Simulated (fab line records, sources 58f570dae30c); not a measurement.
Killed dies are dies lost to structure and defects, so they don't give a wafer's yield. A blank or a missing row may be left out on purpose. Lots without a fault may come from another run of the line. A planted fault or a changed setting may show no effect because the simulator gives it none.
fab line records | flow berkeley_cmos170
record lots=7 wafers=21 last_day=10
route steps=331 shown NLDD@167 SPACER@171 PSD@175
lots that met no fault: from a run of the same line without faults
start_h: hours from the record's first day to the start of the lot's first wafer shown | wait_h: hours since the lot's step before | " the same as in the row above | L1.1+2: a row that stands for several wafers | - no value, or no start given | * or withheld: withheld | < > ~ a bound
route shown NAME@n: a module of which the file shows steps, and the number in the route of the first | usual: mean/standard deviation of fault-free wafers | same: alike in all rows | chamber/n: place in a boat | sites: the reading at each site | _std_site: their standard deviation | _edge_site: outer sites' mean less inner sites' | radius_mm: how far each site lies from the wafer's centre | mask NAME#n: copy n | behind: the tool/chamber that last shaped the wafer | hold: why the lot was held/for how many hours/how that ended | device: the transistor (n, p or np) that didn't switch | end of line: the same wafers' tests at the end of the route | a step without rows: its recipe alone | killed: dies lost to structure and defects at the first sort, not the wafer's yield | map: a wafer's dies, x killed, . not, _ none there
set.NAME: the setting as run; set.NAME@STEP: as run at that earlier step | model.NAME: the simulator's own value behind a step, which no gauge read
lots at some steps of the route; a table a step, a row a wafer
services: from which hour (start_h, from the record's first day; less than 0 if before it) a tool's chamber was out of use, for how many hours, and why
## steps
# step UCB170_NLDD_IMPLANT_09
# recipe species=As dose_cm2=5e+13 energy_kev=30 tilt_deg=7 rotation_deg=180
# step UCB170_NLDD_STRIP_10
# recipe chemistry=O2 power_w=400 pressure_mtorr=3500 platen_temp_c=withheld o2_flow_sccm=400 overash_fraction=0.5
# usual drypump_motor_current_A=5.6/0.35 oes_product_au=0.735/0.0046 strip_time_to_endpoint_s=21.61/0.063
# columns lot.wafer tool chamber start_h wait_h drypump_motor_current_A oes_product_au rf_hours_counter_h strip_time_to_endpoint_s
L201.1 plasma_asher-02 0 124.67 0.1 6.5 0.728 48 21.62
L201.4 " 0 " " 6.5 0.736 - 21.61
L201.6 " 0 " " 6.5 0.737 - 21.65
L206.2 plasma_asher-04 1 153.15 0.1 5.4 0.727 40 21.59
L206.3 " 1 " " 5.5 0.735 - 21.59
L206.6 " 1 " " 5.5 0.737 - 21.62
L211.4 plasma_asher-02 0 186.78 0.1 6.5 0.733 - 21.72
L211.5 " 1 " " 5.7 0.740 - 21.73
L211.6 " 0 " " 6.5 0.738 - 21.68
L214.1 plasma_asher-02 1 195.07 0.1 5.8 0.731 56 21.63
L214.2 " 0 " " 6.5 0.739 56 21.72
L214.6 " 0 " " 6.5 0.737 - 21.72
L213.2 plasma_asher-03 1 195.33 0.1 5.5 0.739 43 21.65
L213.5 " 0 " " 5.6 0.736 - 21.71
L213.6 " 1 " " 5.6 0.732 - 21.70
L216.1 plasma_asher-03 0 203.51 0.1 5.6 0.734 44 21.59
L216.5 " 1 " " 5.5 0.740 - 21.63
L216.6 " 0 " " 5.6 0.730 - 21.63
L217.1 plasma_asher-03 1 213.67 0.1 5.5 0.743 45 21.64
L217.4 " 1 " " 5.5 0.736 - 21.66
L217.5 " 1 " " 5.5 0.739 - 21.63
# step UCB170_NLDD_TW_MEAS_11
# usual NLDD_TW=2213/11
# columns lot.wafer tool chamber start_h wait_h NLDD_TW
L201.1 film_metro-04 - 124.77 0.1 2210
L201.4 " - " " 2217
L201.6 " - " " 2203
L206.2 film_metro-01 - 153.26 0.1 2222
L206.3 " - " " 2210
L206.6 " - " " 2218
L211.4 film_metro-03 - 186.88 0.1 2203
L211.5 " - " " 2222
L211.6 " - " " 2210
L214.1 film_metro-01 - 195.17 0.1 2206
L214.2 " - " " 2198
L214.6 " - " " 2205
L213.2 film_metro-01 - 195.44 0.1 2204
L213.5 " - " " 2206
L213.6 " - " " 2199
L216.1 film_metro-03 - 203.61 0.1 2222
L216.5 " - " " 2236
L216.6 " - " " 2230
L217.1 film_metro-03 - 213.77 0.1 2232
L217.4 " - " " 2217
L217.5 " - " " 2230
# step UCB170_NLDD_CLEAN_12
# recipe chemistry=SPM temp_c=120 time_s=600
# step UCB170_SPACER_CVD_00
# recipe material=SiO2 target_thk_nm=376 temp_c=390 precursor=TEOS/O2 time_s=47 rf_w=550 pressure_mtorr=9000
# usual heater_power_w=260/54 pressure_mtorr=9000/18
# columns lot.wafer tool chamber start_h wait_h heater_power_w pressure_mtorr since_wet_clean_h
L201.1 pecvd-04 1 125.00 0.0 240 9028 418
L201.4 " 0 " " 292 8984 -
L201.6 " 2 " " 247 9013 -
L206.2 pecvd-04 1 153.50 0.0 241 8989 4
L206.3 " 2 " " 196 8999 4
L206.6 " 1 " " 256 8988 -
L211.4 pecvd-02 0 187.28 0.0 153 8985 -
L211.5 " 1 " " 321 8996 -
L211.6 " 2 " " 272 9018 -
L214.1 pecvd-02 1 195.44 0.0 323 8987 274
L214.2 " 0 " " 197 8962 274
L214.6 " 1 " " 316 9010 -
L213.2 pecvd-01 2 195.70 0.0 322 8979 167
L213.5 " 0 " " 250 8996 -
L213.6 " 2 " " 228 9008 -
L216.1 pecvd-02 1 203.94 0.0 307 9015 282
L216.5 " 2 " " 312 8982 -
L216.6 " 1 " " 304 9024 -
L217.1 pecvd-04 0 214.01 0.0 297 8967 65
L217.4 " 2 " " 257 9021 -
L217.5 " 0 " " 309 8993 -
# step UCB170_SPACER_THK_MEAS_01
# recipe reads=SiO2_of_SPACER_CVD_00
# usual SPACER_TEOS_THK=378/4.8
# columns lot.wafer tool chamber start_h wait_h SPACER_TEOS_THK[nm]
L201.1 film_metro-02 - 125.05 0.0 375
L201.4 " - " " 377
L201.6 " - " " 386
L206.2 film_metro-03 - 153.55 0.0 379
L206.3 " - " " 376
L206.6 " - " " 383
L211.4 film_metro-02 - 187.34 0.0 382
L211.5 " - " " 380
L211.6 " - " " 385
L214.1 film_metro-03 - 195.48 0.0 374
L214.2 " - " " 379
L214.6 " - " " 381
L213.2 film_metro-02 - 195.75 0.0 375
L213.5 " - " " 388
L213.6 " - " " 379
L216.1 film_metro-01 - 203.99 0.0 369
L216.5 " - " " 382
L216.6 " - " " 374
L217.1 film_metro-03 - 214.05 0.0 380
L217.4 " - " " 382
L217.5 " - " " 381
# step UCB170_SPACER_ANNEAL_02
# recipe temp_c=900 time_s=1800 ambient=N2
# step UCB170_SPACER_ETCHBACK_03
# recipe stop_on=Si target=SiO2 chemistry=CHF3/CF4/Ar CHF3_flow_sccm=50 cf4_flow_sccm=10 Ar_flow_sccm=120 pressure_mtorr=200 rf_w=500 target_depth_a=3760 time_s=100
# usual drypump_motor_current_A=5.9/0.53 oes_product_au=0.902/0.013 throttle_valve_pct=6.48/0.13
# columns lot.wafer tool chamber start_h wait_h drypump_motor_current_A oes_product_au rf_hours_counter_h throttle_valve_pct
L201.1 rie_diel-01 1 128.16 0.0 6.2 0.897 9 6.38
L201.4 " 2 " " 6.6 0.908 150 6.41
L201.6 " 3 " " 5.4 0.932 - 6.53
L206.2 rie_diel-01 0 156.40 0.0 5.9 0.908 146 6.42
L206.3 " 2 " " 6.6 0.899 151 6.40
L206.6 " 3 " " 5.4 0.930 - 6.52
L211.4 rie_diel-04 3 190.40 0.0 5.9 0.896 3 6.44
L211.5 " 1 " " 5.8 0.897 - 6.28
L211.6 " 0 " " 6.4 0.927 - 6.70
L213.2 rie_diel-04 2 198.69 0.0 4.8 0.890 4 6.42
L213.5 " 0 " " 6.4 0.928 - 6.73
L213.6 " 3 " " 5.9 0.894 - 6.44
L214.1 rie_diel-01 1 198.69 0.0 6.2 0.895 12 6.36
L214.2 " 2 " " 6.6 0.903 0 6.41
L214.6 " 1 " " 6.2 0.909 - 6.35
L216.1 rie_diel-04 3 207.85 0.0 5.9 0.890 4 6.44
L216.5 " 2 " " 4.7 0.890 - 6.42
L216.6 " 1 " " 5.8 0.888 - 6.26
L217.1 rie_diel-03 3 220.40 0.0 6.5 0.915 101 6.62
L217.4 " 3 " " 6.5 0.911 - 6.62
L217.5 " 2 " " 5.2 0.886 - 6.66
# step UCB170_PSD_HMDS_00
# recipe prime_time_s=60 prime_temp_c=100
# step UCB170_PSD_COAT_01
# recipe resist=KrF spin_rpm=1500 resist_thk_nm=900
# step UCB170_PSD_SOFTBAKE_02
# recipe resist=KrF temp_c=130 time_s=60
# step UCB170_PSD_EXPOSE_03
# recipe mask_id=PSELECT_MOD na=0.5 sigma_outer=0.6 source_shape=conventional target_cd_nm=1200 dose_mj=30
# step UCB170_PSD_PEB_04
# recipe peb_temp_c=130 peb_time_s=withheld resist=KrF
# usual chill_plate_temp_C=22.99/0.11 exhaust_pa=45.3/0.9
# columns lot.wafer tool chamber start_h wait_h chill_plate_temp_C exhaust_pa
L201.1 litho_track-01 0 129.20 0.1 22.98 44.1
L201.4 " 0 " " 22.83 43.8
L201.6 " 0 " " 22.99 43.4
L206.2 litho_track-04 0 158.40 0.7 22.92 46.0
L206.3 " 0 " " 22.90 46.0
L206.6 " 0 " " 22.87 45.8
L211.4 litho_track-02 0 191.46 0.5 23.13 46.5
L211.5 " 0 " " 23.13 45.3
L211.6 " 0 " " 23.10 46.3
L213.2 litho_track-02 0 199.70 0.2 22.97 45.7
L213.5 " 0 " " 23.05 45.1
L213.6 " 0 " " 23.00 46.3
L214.1 litho_track-01 - 199.82 0.1 - -
L214.2 " - " " - -
L214.6 " - " " - -
L216.1 litho_track-02 - 208.76 0.1 - -
L216.5 " - " " - -
L216.6 " - " " - -
L217.1 litho_track-02 - 221.16 0.1 - -
L217.4 " - " " - -
L217.5 " - " " - -
# step UCB170_PSD_DEVELOP_05
# recipe developer=TMAH develop_time_s=45 resist=KrF dev_temp_c=21
## services
# columns tool chamber start_h hours kind
rie_diel-04 3 102.43 - clean
rie_diel-04 3 102.43 22.6 scheduled_down
rie_diel-04 3 102.43 22.6 vent_cycle
rie_diel-04 2 112.64 2.5 repair
rie_diel-03 - 130.47 2.8 pm
pecvd-04 - 135.50 14.0 pm
pecvd-04 0 135.50 14.0 vent_cycle
pecvd-04 1 135.50 14.0 vent_cycle
pecvd-04 2 135.50 14.0 vent_cycle
pecvd-04 - 138.47 1.4 repair
rie_diel-04 2 142.40 5.3 repair
rie_diel-01 1 146.10 6.0 repair
pecvd-04 0 149.50 - clean
pecvd-04 1 149.50 - clean
pecvd-04 2 149.50 - clean
rie_diel-03 2 149.59 6.0 repair
rie_diel-04 - 149.81 0.8 repair
rie_diel-01 2 157.88 - clean
pecvd-04 - 181.85 0.7 repair
rie_diel-01 0 202.50 2.2 repair
pecvd-04 - 203.39 4.4 repair
pecvd-01 - 204.21 1.2 repair
pecvd-01 2 204.37 10.6 repair
rie_diel-03 1 219.76 10.5 repair
## key
first_sign step=UCB170_PSD_PEB_04 reading=tool_record direction=missing
effect none on later readings
met_at UCB170_PSD_PEB_04
struck_wafers L214.1,L214.2,L214.6,L216.1,L216.5,L216.6,L217.1,L217.4,L217.5
sort_left_out L214.1,L214.2,L214.6,L216.1,L216.5,L216.6,L217.1,L217.4,L217.5
tester_left_out L214,L216,L217
onset_between 199.70 199.82
fault kind=skipped_step_whole tool=litho_track-01,litho_track-02 chamber=- onset_h=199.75 steps=UCB170_PSD_PEB_04 scope=struck_lots_only
# tester_left_out: of these lots the tester's yield and bins aren't shown, on N5 and GAA mostly nor the transistor test; their killed dies are dies lost to structure and defects alone, not to doping, threshold or leakage, so they don't give the yield
# sort_left_out: the simulated sort isn't trusted on such a fault, so these wafers' sort isn't shown, and their yield isn't known
